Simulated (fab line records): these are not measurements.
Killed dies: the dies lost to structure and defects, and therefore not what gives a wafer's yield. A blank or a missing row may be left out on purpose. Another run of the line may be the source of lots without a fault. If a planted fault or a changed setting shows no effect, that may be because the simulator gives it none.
Struck lot and sound lot, side by side ; flow berkeleyCmos170 ; 14 steps out of a route of 331
Sound: wafers L700.1, L700.2, L700.4. The struck wafers were L704.3, L704.5, L704.6. Last of all comes the cause.
Order at every step that has rows: each side's tool, ch and its chambers, its first start. Under that, the readings that differ: sound wafers ; struck wafers ; difference of the means ; sigmas: that difference in standard deviations of wafers without a fault.
alike: readings whose means differ by less than 2 such deviations, and words and numbers that are the same on both sides. not compared: withheld readings, readings that some wafer has no value for, bounds like >300 that may hide the same value, and numbers for which the record gives no deviation and whose values overlap.
A row with sigmas, a row that says differs or no value, or rows on one side alone: a step with any of these is where the two part. When numbers do not overlap yet have no deviation, they are printed without sigmas and do not part them. A reading that every wafer of one side lacks parts them only if that side has two wafers or more.

first, 1 step without rows for these wafers: UCB170_GATE_WET_ETCH_00 (etches SiO2 in dHF, time 200 s).
UCB170_FIELD_THK_MEAS_91:
  sound: filmMetro-04 at day 7 21:18; struck: filmMetro-04 at day 9 12:19
  alike: FIELD_OXIDE_LEFT_2_THK
then, 1 step without rows for these wafers: UCB170_GATE_OXIDATION_01 (target thk 6.6 nm, ox time 1800 s).
UCB170_GATE_THK_MEAS_02:
  sound: filmMetro-03 at day 8 03:05; struck: filmMetro-03 at day 9 19:43
  alike: GATE_OXIDE_THK
then, 2 steps without rows for these wafers: UCB170_GATE_ANNEAL_03 (time 1800 s); UCB170_GATE_CVD_04 (deposits poly-Si from SiH4, time 1440 s, target thk 214 nm).
UCB170_GATE_THK_MEAS_05:
  sound: filmMetro-04 at day 8 11:08; struck: filmMetro-02 at day 10 02:52
  alike: GATE_POLY_THK
then, 5 steps without rows for these wafers: UCB170_GATE_COAT_06; UCB170_GATE_COAT_07 (resist thk 900 nm); UCB170_GATE_SOFTBAKE_08 (time 60 s); UCB170_GATE_EXPOSE_09 (exposes mask POLY, target cd 350 nm); UCB170_GATE_PEB_10.
UCB170_GATE_DEVELOP_11: develop time 45 s.
  struck on lithoTrack-02, day 10 04:00; sound on lithoTrack-02 ch 0, day 8 11:00
  no value came back on the struck wafers for chillPlateTempC (C), developTimeS (s); on the sound wafers chillPlateTempC (C) reads 23.26 23.24 23.06
reading;sound;struck;difference;sigmas
model.KrF_of_GATE_COAT_07.thkNm (nm);885.8 884.4 887.1;903 901.7 901.2;+16;
UCB170_GATE_CD_MEAS_12 targets a cd of 350 nm.
  sound: cdSem-01 at day 8 12:04; struck: cdSem-01 at day 10 04:17
reading;sound;struck;difference;sigmas
cdNm (nm);350.9 351.5 349.7;- - -;no value on the struck wafers;

== WHERE THEY PART ==
At UCB170_GATE_DEVELOP_11 first; at UCB170_GATE_CD_MEAS_12 last (within this record only).

WHY: whatever the simulator had introduced
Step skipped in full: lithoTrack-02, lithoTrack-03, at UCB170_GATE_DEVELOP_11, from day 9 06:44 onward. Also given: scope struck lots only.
